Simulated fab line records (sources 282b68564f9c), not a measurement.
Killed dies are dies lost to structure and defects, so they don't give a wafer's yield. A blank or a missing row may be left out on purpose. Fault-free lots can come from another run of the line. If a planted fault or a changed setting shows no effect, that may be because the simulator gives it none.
A struck lot beside a sound one / flow rit_cmos / 33 out of 202 route steps
Sound: these wafers, L758.2, L758.4, L758.5. Wafers L778.4, L778.5, L778.6 were the ones struck. The cause is named last.
At each step with rows: each side's tool, then ch and its chambers, then its first start. Under that, the readings that differ: sound wafers / struck wafers / difference of the means / sigmas: that difference in standard deviations of wafers without a fault.
alike: a reading whose means differ by less than 2 such deviations, as well as words and numbers matching on both sides. not compared: withheld readings; readings where some wafer has no value; bounds like >300 that might hide an equal value; numbers whose values overlap and for which the record gives no deviation.
A row with sigmas, a row that says differs or no value, or rows on one side alone: a step with any of these is where the two part. Numbers that don't overlap but have no deviation are shown without sigmas and don't part them. Lack of a reading on every wafer of one side parts them only where that side has two or more wafers.

first, 2 steps without rows for these wafers: RIT_SPACER_CLEAN_02 (cleans in SC2, time 600 s); RIT_SPACER_CVD_03 (deposits Si3N4 from SiH2Cl2/NH3, target thk 250 nm, time 3300 s).
RIT_SPACER_THK_MEAS_04:
  sound on film_metro-01 at day 3 12:28; struck on film_metro-02 at day 8 14:43
  alike: SPACER_NITRIDE_THK
RIT_SPACER_ETCHBACK_05: etches Si3N4 in SF6/CHF3, stops on SiO2, target depth 250 nm, time 240 s.
  sound on rie_diel-04 ch 0,1,2, day 3 12:31; struck on rie_diel-04 ch 0,3, day 8 14:44
  alike: drypump_motor_current_A, oes_product_au, rf_fwd_power_W, throttle_valve_pct
  not compared: rf_hours_counter_h
then, 6 steps without rows for these wafers: RIT_NSD_HMDS_00 (prime time 60 s); RIT_NSD_COAT_01 (resist thk 1000 nm); RIT_NSD_SOFTBAKE_02 (time 60 s); RIT_NSD_EXPOSE_03 (exposes mask M9, target cd 40700 nm); RIT_NSD_PEB_04; RIT_NSD_DEVELOP_05 (develop time 50 s).
RIT_NSD_OVL_MEAS_06:
  sound on overlay-01 at day 3 13:38; struck on overlay-01 at day 8 16:00
  alike: NSD_OVL
then, 1 step without rows for these wafers: RIT_NSD_HARDBAKE_07 (time 60 s).
RIT_NSD_IMPLANT_08:
  sound on implanter-02 ch 0, day 3 13:50; struck on implanter-02 ch 0, day 8 16:15
reading=beam_energy_keV; sound=24.994 24.995 24.997; struck=20.490 20.501 20.506; difference=-4.496; sigmas=-99 or more
reading=model.implant.rp_nm (nm); sound=31.72 31.72 31.72; struck=28.71 28.71 28.71; difference=-3.01; sigmas=
reading=model.implant.drp_nm (nm); sound=14.84 14.84 14.84; struck=13.16 13.16 13.16; difference=-1.68; sigmas=
RIT_NSD_STRIP_09: strips in O2, time 180 s.
  sound on plasma_asher-04 ch 0,1, day 3 13:58; struck on plasma_asher-01 ch 0,1, day 8 16:23
  alike: drypump_motor_current_A
  not compared: rf_hours_counter_h
RIT_NSD_TW_MEAS_10:
  sound on film_metro-02 at day 3 14:09; struck on film_metro-01 at day 8 16:45
reading=NSD_TW; sound=3135 3133 3128; struck=2950 2964 2958; difference=-175; sigmas=-5
  not compared: hold
then, 5 steps without rows for these wafers: RIT_PSD_COAT_01 (resist thk 1000 nm); RIT_PSD_SOFTBAKE_02 (time 60 s); RIT_PSD_EXPOSE_03 (exposes mask M10, target cd 40900 nm); RIT_PSD_PEB_04; RIT_PSD_DEVELOP_05 (develop time 50 s).
RIT_PSD_OVL_MEAS_06:
  sound on overlay-01 at day 3 15:04; struck on overlay-01 at day 8 20:00
  alike: PSD_OVL
then, 2 steps without rows for these wafers: RIT_PSD_HARDBAKE_07 (time 60 s); RIT_PSD_IMPLANT_08.
RIT_PSD_STRIP_09: strips in O2, time 180 s.
  sound on plasma_asher-01 ch 0,1, day 3 15:23; struck on plasma_asher-01 ch 0,1, day 8 20:23
  alike: drypump_motor_current_A
  not compared: rf_hours_counter_h
RIT_PSD_TW_MEAS_10:
  sound on film_metro-03 at day 3 15:34; struck on film_metro-03 at day 8 20:32
  alike: PSD_TW
then, 3 steps without rows for these wafers: RIT_SDANNEAL_CLEAN_00 (cleans in SC1, time 600 s); RIT_SDANNEAL_CLEAN_01 (cleans in dHF, time 30 s); RIT_SDANNEAL_CLEAN_02 (cleans in SC2, time 600 s).
RIT_SDANNEAL_RTA_03: time 5 s.
  sound on rtp_anneal-02 ch 0, day 3 16:00; struck on rtp_anneal-01 ch 0, day 8 21:08
  alike: ramp_down_c_per_s, wafer_temp_C_max
RIT_SDANNEAL_RS_MEAS_04: the measuring method here is four-point-probe.
  sound on film_metro-03 at day 3 16:04; struck on film_metro-02 at day 8 21:17
  alike: PSD_RS
RIT_SDANNEAL_RS_MEAS_05: the measuring method here is four-point-probe.
  sound on film_metro-03 at day 3 16:11; struck on film_metro-02 at day 8 21:56
reading=NSD_RS (ohm/sq); sound=84.81 84.50 84.52; struck=86.57 86.82 86.80; difference=+2.12; sigmas=+8
  not compared: hold
RIT_SDANNEAL_RS_MEAS_06: the measuring method here is four-point-probe.
  sound on film_metro-03 at day 3 16:19; struck on film_metro-02 at day 9 01:14
reading=hold; sound=- - -; struck=await_dispo/3.1h/release await_dispo/3.1h/release await_dispo/3.1h/release; difference=no value on the sound wafers; sigmas=
  alike: PLDD_RS
RIT_M1_PROBE_99:
  sound on prober-01 at day 3 23:34; struck on prober-01 at day 9 08:33
  alike: killed_at_M0_to_M3, killed_at_front_end, killed_dies, killed_open, killed_short

## WHERE THEY PART
Last at RIT_SDANNEAL_RS_MEAS_06 as far as this record goes, first at RIT_NSD_IMPLANT_08. Later steps at which nothing parts them and some readings are alike: RIT_M1_PROBE_99.

WHY: the cause the simulator had injected
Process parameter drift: implanter-02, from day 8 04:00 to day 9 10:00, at RIT_NSD_IMPLANT_08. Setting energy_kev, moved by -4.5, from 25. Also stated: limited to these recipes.
